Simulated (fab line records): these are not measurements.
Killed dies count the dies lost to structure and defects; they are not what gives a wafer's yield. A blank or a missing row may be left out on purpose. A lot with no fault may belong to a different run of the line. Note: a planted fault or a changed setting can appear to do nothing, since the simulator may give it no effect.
What tool caused it?	flow berkeley_cmos170	14 lots, 42 wafers sampled, at 1 step of a route of 331

WHAT THE GAUGES SHOWED, per wafer
Not one reading of a measure or inspect step in the record can be checked against a usual standard deviation.

WHICH TOOL RAN EACH LOT (tool, then ch and the chambers of the sampled wafers, then the start)
lot	UCB170_PLDD_IMPLANT_09
L170	implanter-04 ch 0, day 6 18:35
L171	implanter-02 ch 0, day 7 01:05
L173	implanter-02 ch 0, day 7 12:57
L175	implanter-01 ch 0, day 7 23:55
L176	implanter-04 ch 0, day 8 00:02
L177	implanter-01 ch 0, day 8 06:14
L179	implanter-04 ch 0, day 8 14:51
L180	implanter-04 ch 0, day 9 03:40
L181	implanter-02 ch 0, day 9 04:38
L184	implanter-01 ch 0, day 9 21:16
L185	implanter-04 ch 0, day 9 21:29
L191	implanter-02 ch 0, day 10 23:19
L190	implanter-01 ch 0, day 10 23:25
L192	implanter-02 ch 0, day 11 04:29
- UCB170_PLDD_IMPLANT_09

AS READ BY THE TOOLS THEMSELVES (means over the sampled wafers that have a number; for cases with no such wafer, the mark the record gives instead)
UCB170_PLDD_IMPLANT_09.
lot	tool	dose_ions_cm2	faraday_current_uA	tilt_deg (degrees)
L170	implanter-04	5e+13	155	6.994
L171	implanter-02	5e+13	158	7.019
L173	implanter-02	5e+13	159	6.992
L175	implanter-01	5e+13	162	6.972
L176	implanter-04	5e+13	155	6.993
L177	implanter-01	5e+13	160	6.975
L179	implanter-04	5e+13	154	7.000
L180	implanter-04	5e+13	155	6.386
L181	implanter-02	5e+13	157	6.994
L184	implanter-01	5e+13	162	7.011
L185	implanter-04	5e+13	152	6.412
L191	implanter-02	5e+13	158	7.002
L190	implanter-01	5e+13	155	6.975
L192	implanter-02	5e+13	157	6.965

THE ANSWER, worked out from the rows above alone
Rule: the usual values come from the lots themselves. The widest of any qualifying gaps counts: lots, ordered by their means at a reading, are off when they make up no more than a third of the lots, leave a main group of 4 or more, and stand apart from it by 3 or more times the standard deviation of that group's means. If all means in a main group match to the digits the tables above print for the reading, that group is not used. A lot without any number at a reading at which 4 lots or more have one is off too. The other lots that the step has rows for count as sound. First the gauges in route order, then the tools' own readings, where a lot's mean is used as printed above. The first step at which some lot is off is used, and at that step the reading that is off furthest; a lot without a number counts as furthest.
Off at UCB170_PLDD_IMPLANT_09 (tilt_deg): L180, L185. The main group: mean 6.991 degrees, standard deviation 0.016.
A tool fits if, at that step or a process step before it, it ran every lot that is off, and no sound lot after the first of them. One fits: UCB170_PLDD_IMPLANT_09 on implanter-04. A fault onset in the window from L179 (day 8 14:51, its last sound lot) to L180 (day 9 03:40, its first lot off) fits.
The tool's own readings at UCB170_PLDD_IMPLANT_09 bear it out: on the lots that are off they differ by more than 5 times the standard deviation of the sound lots' means. tilt_deg reads 6.399 degrees there against 6.991 degrees on the sound lots.

WHAT THE SIMULATOR HAD PUT IN
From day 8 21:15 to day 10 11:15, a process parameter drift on implanter-04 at UCB170_PLDD_IMPLANT_09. A move of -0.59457 in setting tilt_deg, from 7. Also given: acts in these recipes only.
Shown lots that were struck: L180, L185. The rule above found the same.
